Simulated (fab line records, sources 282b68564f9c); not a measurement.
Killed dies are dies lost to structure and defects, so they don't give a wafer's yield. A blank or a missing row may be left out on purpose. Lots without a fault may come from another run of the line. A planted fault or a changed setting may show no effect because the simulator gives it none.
Problem report in the 8D (eight disciplines) form, filled by code | flow rit_cmos | the parts of the form that need people (team, actions taken, sign-off) are left out

1. THE PROBLEM
tilt_deg at RIT_NSD_IMPLANT_08 reads a mean of 8.537 degrees on 6 wafers of 2 lots; wafers without a fault read 7.003 degrees with a standard deviation of 0.019. That is +81 standard deviations from the usual mean.
First seen on wafer L288.1, day 4 20:24, on implanter-01. The record holds 42 wafers of 14 lots with a number at this step. Rule for "out", or "out of limits": more than 4 standard deviations from the usual mean. The other wafers with a number count as sound.

2. WHAT IT IS AND WHAT IT IS NOT
question                    | is                     | is not
which readings at this step | tilt_deg               | -
which lots                  | L288, L292             | L281, L282, L283, L285, L286, L287, L290, L295, L296, L298, L301, L302
which wafers of those lots  | all that have a number | -
read on which tools         | implanter-01           | implanter-02, implanter-03
when                        | from day 4 20:24       | up to then (18 sound wafers); but 18 sound wafers of L290, L295, L296, L298, L301, L302 came after

3. SUSPECTS, AND WHAT RULES EACH OUT
Counting: a tool at a process step up to the reading stays a suspect if it ran every lot that is out and no sound lot after the first of them.
- implanter-01 at RIT_NSD_IMPLANT_08: kept. It ran every lot that is out, first L288 (day 4 20:24), and no sound lot after that; its last sound lot up to then is L287 (day 4 15:23). Its own readings are out on those wafers: tilt_deg.
Left after counting: implanter-01 at RIT_NSD_IMPLANT_08.

4. THE CAUSE (what the simulator had put in)
Process parameter drift: implanter-01, from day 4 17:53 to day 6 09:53, at RIT_NSD_IMPLANT_08. Setting tilt_deg, moved by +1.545, from 7. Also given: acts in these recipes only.
Counting left only this tool.

5. THE CHAIN OF EFFECTS, in route order
Each row: a reading whose mean over the struck wafers that have a number lies more than 3 standard deviations from the usual. Only readings for which the record gives a usual standard deviation are gone through. hours: the time from each lot's start at the first step in this table that gives one to its start at this step, as a median over the lots. sigmas: the change in usual standard deviations.
hours | step               | reading  | usual         | on struck wafers | change | sigmas
0     | RIT_NSD_IMPLANT_08 | tilt_deg | 7.003 degrees | 8.537            | +1.534 | +81
The process steps in it:
- RIT_NSD_IMPLANT_08
Readings that are blank on the struck wafers while sound wafers have them: NSD_RS at RIT_SDANNEAL_RS_MEAS_05.

6. WHAT WOULD HAVE CAUGHT IT SOONER
In this record the first reading out of limits was taken at day 4 20:24, 3 hours after the fault began at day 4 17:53.
